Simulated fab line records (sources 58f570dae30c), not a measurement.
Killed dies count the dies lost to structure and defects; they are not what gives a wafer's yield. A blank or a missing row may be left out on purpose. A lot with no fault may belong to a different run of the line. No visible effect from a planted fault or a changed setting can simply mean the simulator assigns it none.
Which tool was responsible? / flow berkeley cmos170 / Sampling: 10 lots, 30 wafers, 3 of 331 route steps

WHAT THE GAUGES SHOWED, per wafer
UCB170_NSD_OVL_MEAS_07. Usual: for NSD_OVL the level is 1 nm and the standard deviation is 4.9.
lot=L978; measured=day 7 00:34; on=overlay-01; NSD_OVL (nm)=5 6 8; flag=
lot=L979; measured=day 7 02:40; on=overlay-01; NSD_OVL (nm)=-4 5 -2; flag=
lot=L983; measured=day 7 10:16; on=overlay-01; NSD_OVL (nm)=4 8 1; flag=
lot=L980; measured=day 7 10:26; on=overlay-02; NSD_OVL (nm)=-4 -6 -1; flag=
lot=L982; measured=day 7 10:38; on=overlay-01; NSD_OVL (nm)=-1 -1 -1; flag=
lot=L981; measured=day 7 10:55; on=overlay-02; NSD_OVL (nm)=13 4 3; flag=
lot=L992; measured=day 9 18:20; on=overlay-02; NSD_OVL (nm)=-1 3 9; flag=
lot=L995; measured=day 10 05:09; on=overlay-02; NSD_OVL (nm)=-7 -1 -5; flag=
lot=L997; measured=day 10 10:05; on=overlay-01; NSD_OVL (nm)=-4 -4 -3; flag=
lot=L998; measured=day 11 03:38; on=overlay-01; NSD_OVL (nm)=-1 9 -4; flag=

UCB170_NSD_TW_MEAS_10. Usual: for NSD_TW the level is 4148 and the standard deviation is 26.
lot=L978; measured=day 7 00:52; on=film metro-04; NSD_TW=4167 4169 4150; flag=
lot=L979; measured=day 7 02:58; on=film metro-04; NSD_TW=4172 4152 4166; flag=
lot=L983; measured=day 7 10:34; on=film metro-02; NSD_TW=4150 4158 4195; flag=
lot=L980; measured=day 7 10:43; on=film metro-01; NSD_TW=4089 4121 4096; flag=
lot=L982; measured=day 7 10:55; on=film metro-01; NSD_TW=4109 4110 4124; flag=
lot=L981; measured=day 7 11:12; on=film metro-02; NSD_TW=4161 4183 4180; flag=
lot=L992; measured=day 9 18:37; on=film metro-04; NSD_TW=4162 4157 4142; flag=
lot=L995; measured=day 10 05:26; on=film metro-01; NSD_TW=4115 4109 4120; flag=
lot=L997; measured=day 10 10:23; on=film metro-01; NSD_TW=4111 4141 4098; flag=
lot=L998; measured=day 11 03:56; on=film metro-04; NSD_TW=4168 4174 4185; flag=

UCB170_SDANNEAL_RS_MEAS_05: uses a four-point probe to measure. Usual: for NLDD_RS the level is 617.0 ohm/sq and the standard deviation is 1.6.
lot=L978; measured=day 7 02:26; on=film metro-01; NLDD_RS (ohm/sq)=615.3 616.8 617.9; flag=
lot=L979; measured=day 7 04:27; on=film metro-04; NLDD_RS (ohm/sq)=617.0 616.6 616.1; flag=
lot=L983; measured=day 7 12:16; on=film metro-02; NLDD_RS (ohm/sq)=616.9 617.4 617.6; flag=
lot=L980; measured=day 7 12:10; on=film metro-01; NLDD_RS (ohm/sq)=618.8 620.1 617.8; flag=
lot=L982; measured=day 7 12:43; on=film metro-01; NLDD_RS (ohm/sq)=618.4 615.7 618.1; flag=
lot=L981; measured=day 7 12:56; on=film metro-02; NLDD_RS (ohm/sq)=616.6 617.7 616.5; flag=
lot=L992; measured=day 9 20:10; on=film metro-02; NLDD_RS (ohm/sq)=619.2 618.8 621.5; flag=
lot=L995; measured=day 10 06:54; on=film metro-02; NLDD_RS (ohm/sq)=618.9 619.9 619.4; flag=
lot=L997; measured=day 10 12:22; on=film metro-04; NLDD_RS (ohm/sq)=618.7 616.1 614.5; flag=
lot=L998; measured=day 11 05:23; on=film metro-04; NLDD_RS (ohm/sq)=618.5 615.6 616.0; flag=

EACH LOT AND THE TOOL THAT RAN IT (in order: tool; ch and the chambers of the sampled wafers; start)
There is no process step in the record ahead of these readings.

WHAT THE TOOLS THEMSELVES READ (means of the sampled wafers that have a number; where no wafer has one, the mark that the record gives instead)
The record holds no such reading with a usual standard deviation.

THE ANSWER, worked out from the rows above alone
Rule: a lot is off if the mean of its wafers that have a number lies more than 3 standard deviations from the usual mean. Also off: a lot with no number at a reading for which 4 or more lots have one. Any other lot the step has rows for is counted as sound. The gauges are gone through in route order, then the tools' own readings, and for those a lot's mean is taken as printed above. At the first step where some lot is off, the reading lying furthest off is the one used; lots without a number count as furthest.
None of the lots is off at any reading shown; this tells nothing.

WHAT THE SIMULATOR HAD PUT IN
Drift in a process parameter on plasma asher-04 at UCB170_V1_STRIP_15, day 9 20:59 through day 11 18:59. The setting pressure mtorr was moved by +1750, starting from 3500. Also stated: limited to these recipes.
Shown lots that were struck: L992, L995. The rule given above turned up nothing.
